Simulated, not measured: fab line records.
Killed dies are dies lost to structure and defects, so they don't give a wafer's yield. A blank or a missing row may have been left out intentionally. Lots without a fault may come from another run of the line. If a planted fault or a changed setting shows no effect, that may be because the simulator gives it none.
Which tool was responsible? / flow berkeley cmos170 / 45 wafers from 15 lots sampled at 4 of the route's 331 steps

== WHAT THE GAUGES READ, wafer by wafer ==
UCB170_GATE_OVL_MEAS_13.
lot=L808; measured=day 7 11:15; on=overlay-02; GATE_OVL (nm)=-2 2 -4
lot=L812; measured=day 8 03:23; on=overlay-01; GATE_OVL (nm)=1 -5 -3
lot=L810; measured=day 8 03:29; on=overlay-01; GATE_OVL (nm)=4 -2 9
lot=L813; measured=day 8 03:37; on=overlay-02; GATE_OVL (nm)=-5 0 -3
lot=L814; measured=day 8 03:58; on=overlay-02; GATE_OVL (nm)=4 0 4
lot=L816; measured=day 8 18:49; on=overlay-02; GATE_OVL (nm)=-4 -6 -3
lot=L819; measured=day 9 01:58; on=overlay-01; GATE_OVL (nm)=5 11 9
lot=L818; measured=day 9 02:20; on=overlay-01; GATE_OVL (nm)=3 0 -1
lot=L820; measured=day 9 10:08; on=overlay-02; GATE_OVL (nm)=-2 -5 -11
lot=L823; measured=day 10 08:40; on=overlay-02; GATE_OVL (nm)=5 7 6
lot=L822; measured=day 10 08:47; on=overlay-02; GATE_OVL (nm)=-3 5 5
lot=L824; measured=day 10 09:04; on=overlay-02; GATE_OVL (nm)=-1 -5 -2
lot=L829; measured=day 11 10:32; on=overlay-01; GATE_OVL (nm)=2 8 0
lot=L830; measured=day 11 18:53; on=overlay-02; GATE_OVL (nm)=10 6 5
lot=L831; measured=day 11 19:08; on=overlay-02; GATE_OVL (nm)=0 -6 -2

UCB170_M1_THK_MEAS_02: measures by xrf.
lot=L808; measured=day 8 15:04; on=film metro-03; M1_AL_THK (nm)=594 587 595
lot=L812; measured=day 9 09:06; on=film metro-02; M1_AL_THK (nm)=593 599 599
lot=L810; measured=day 9 09:40; on=film metro-03; M1_AL_THK (nm)=612 605 605
lot=L813; measured=day 9 09:40; on=film metro-02; M1_AL_THK (nm)=601 594 600
lot=L814; measured=day 9 10:22; on=film metro-03; M1_AL_THK (nm)=603 602 592
lot=L816; measured=day 10 03:02; on=film metro-02; M1_AL_THK (nm)=599 592 596
lot=L819; measured=day 10 05:50; on=film metro-03; M1_AL_THK (nm)=605 600 598
lot=L818; measured=day 10 06:05; on=film metro-01; M1_AL_THK (nm)=608 602 605
lot=L820; measured=day 10 15:15; on=film metro-02; M1_AL_THK (nm)=599 600 604
lot=L823; measured=day 11 07:47; on=film metro-02; M1_AL_THK (nm)=590 583 591
lot=L822; measured=day 11 09:41; on=film metro-01; M1_AL_THK (nm)=604 597 595
lot=L824; measured=day 11 09:51; on=film metro-02; M1_AL_THK (nm)=602 601 596
lot=L829; measured=day 12 12:08; on=film metro-01; M1_AL_THK (nm)=609 609 618
lot=L830; measured=day 12 19:47; on=film metro-03; M1_AL_THK (nm)=611 605 606
lot=L831; measured=day 12 19:29; on=film metro-01; M1_AL_THK (nm)=602 601 611

UCB170_M1_CD_MEAS_90: the cd target is 700 nm.
lot=L808; measured=day 8 17:52; on=cd sem-02; cd nm (nm)=699.2 703.7 701.5
lot=L812; measured=day 9 12:25; on=cd sem-02; cd nm (nm)=699.5 703.1 701.6
lot=L810; measured=day 9 14:47; on=cd sem-02; cd nm (nm)=699.8 700.4 699.3
lot=L813; measured=day 9 15:59; on=cd sem-02; cd nm (nm)=702.6 701.6 704.0
lot=L814; measured=day 9 16:20; on=cd sem-02; cd nm (nm)=698.1 700.6 698.2
lot=L816; measured=day 10 05:32; on=cd sem-01; cd nm (nm)=699.6 697.3 698.9
lot=L819; measured=day 10 07:21; on=cd sem-02; cd nm (nm)=698.1 699.4 698.5
lot=L818; measured=day 10 07:34; on=cd sem-01; cd nm (nm)=696.0 696.6 696.1
lot=L820; measured=day 10 17:16; on=cd sem-01; cd nm (nm)=700.0 701.0 699.8
lot=L823; measured=day 11 09:34; on=cd sem-02; cd nm (nm)=697.5 699.5 696.6
lot=L822; measured=day 11 11:22; on=cd sem-01; cd nm (nm)=700.7 703.0 699.2
lot=L824; measured=day 11 11:26; on=cd sem-02; cd nm (nm)=700.2 700.1 701.5
lot=L829; measured=day 12 13:37; on=cd sem-01; cd nm (nm)=699.0 698.3 697.7
lot=L830; measured=day 12 21:20; on=cd sem-02; cd nm (nm)=693.3 698.4 698.3
lot=L831; measured=day 12 20:56; on=cd sem-02; cd nm (nm)=702.2 701.8 700.1

== TOOL THAT RAN EACH LOT (tool first, then ch and the chambers of the sampled wafers, then the start) ==
lot=L808; UCB170_SILICIDE_RTA_04=rtp anneal-01 ch 0, day 8 07:31
lot=L812; UCB170_SILICIDE_RTA_04=rtp anneal-02 ch 0, day 8 23:26
lot=L810; UCB170_SILICIDE_RTA_04=rtp anneal-02 ch 0, day 8 23:08
lot=L813; UCB170_SILICIDE_RTA_04=rtp anneal-01 ch 0, day 9 00:04
lot=L814; UCB170_SILICIDE_RTA_04=rtp anneal-01 ch 0, day 9 00:32
lot=L816; UCB170_SILICIDE_RTA_04=rtp anneal-01 ch 0, day 9 19:23
lot=L819; UCB170_SILICIDE_RTA_04=rtp anneal-02 ch 0, day 9 22:40
lot=L818; UCB170_SILICIDE_RTA_04=rtp anneal-01 ch 0, day 9 23:20
lot=L820; UCB170_SILICIDE_RTA_04=rtp anneal-02 ch 0, day 10 07:10
lot=L823; UCB170_SILICIDE_RTA_04=rtp anneal-02 ch 0, day 11 03:08
lot=L822; UCB170_SILICIDE_RTA_04=rtp anneal-01 ch 0, day 11 03:23
lot=L824; UCB170_SILICIDE_RTA_04=rtp anneal-02 ch 0, day 11 03:23
lot=L829; UCB170_SILICIDE_RTA_04=rtp anneal-01 ch 0, day 12 05:23
lot=L830; UCB170_SILICIDE_RTA_04=rtp anneal-02 ch 0, day 12 14:01
lot=L831; UCB170_SILICIDE_RTA_04=rtp anneal-02 ch 0, day 12 13:16
- UCB170_SILICIDE_RTA_04: time 15 s.

== WHAT THE TOOLS THEMSELVES READ (means of the sampled wafers that have a number; where no wafer has one, the mark that the record gives instead) ==
UCB170_SILICIDE_RTA_04.
lot=L808; tool=rtp anneal-01; lamp power pct (%)=9.50; wafer_temp_C_max=653.5
lot=L812; tool=rtp anneal-02; lamp power pct (%)=9.70; wafer_temp_C_max=653.2
lot=L810; tool=rtp anneal-02; lamp power pct (%)=9.70; wafer_temp_C_max=652.1
lot=L813; tool=rtp anneal-01; lamp power pct (%)=9.48; wafer_temp_C_max=653.2
lot=L814; tool=rtp anneal-01; lamp power pct (%)=9.49; wafer_temp_C_max=653.5
lot=L816; tool=rtp anneal-01; lamp power pct (%)=9.49; wafer_temp_C_max=653.8
lot=L819; tool=rtp anneal-02; lamp power pct (%)=9.70; wafer_temp_C_max=653.2
lot=L818; tool=rtp anneal-01; lamp power pct (%)=9.49; wafer_temp_C_max=653.9
lot=L820; tool=rtp anneal-02; lamp power pct (%)=9.71; wafer_temp_C_max=652.9
lot=L823; tool=rtp anneal-02; lamp power pct (%)=9.70; wafer_temp_C_max=654.2
lot=L822; tool=rtp anneal-01; lamp power pct (%)=9.48; wafer_temp_C_max=653.5
lot=L824; tool=rtp anneal-02; lamp power pct (%)=9.70; wafer_temp_C_max=652.4
lot=L829; tool=rtp anneal-01; lamp power pct (%)=9.48; wafer_temp_C_max=653.5
lot=L830; tool=rtp anneal-02; lamp power pct (%)=9.69; wafer_temp_C_max=653.0
lot=L831; tool=rtp anneal-02; lamp power pct (%)=9.71; wafer_temp_C_max=653.1

== THE ANSWER, worked out from the rows above alone ==
Rule: what is usual is taken from the lots themselves. Put in order of their means at a reading, lots are off if they are a third of the lots or fewer, leave a main group of 4 or more, and stand apart from it by a gap of 3 or more times the standard deviation of the main group's means; of several such gaps the widest counts. Not used: any main group whose means are identical at the precision the tables above print for the reading. Also off: a lot with no number at a reading for which 4 or more lots have one. All remaining lots with rows at the step are treated as sound. Order of review: gauges by route order, followed by the tools' own readings, for which a lot's mean as printed above is used. At the first step where some lot is off, the reading lying furthest off is the one used; lots without a number count as furthest.
None of the lots is off at any reading shown; this tells nothing.

== WHAT THE SIMULATOR PUT IN ==
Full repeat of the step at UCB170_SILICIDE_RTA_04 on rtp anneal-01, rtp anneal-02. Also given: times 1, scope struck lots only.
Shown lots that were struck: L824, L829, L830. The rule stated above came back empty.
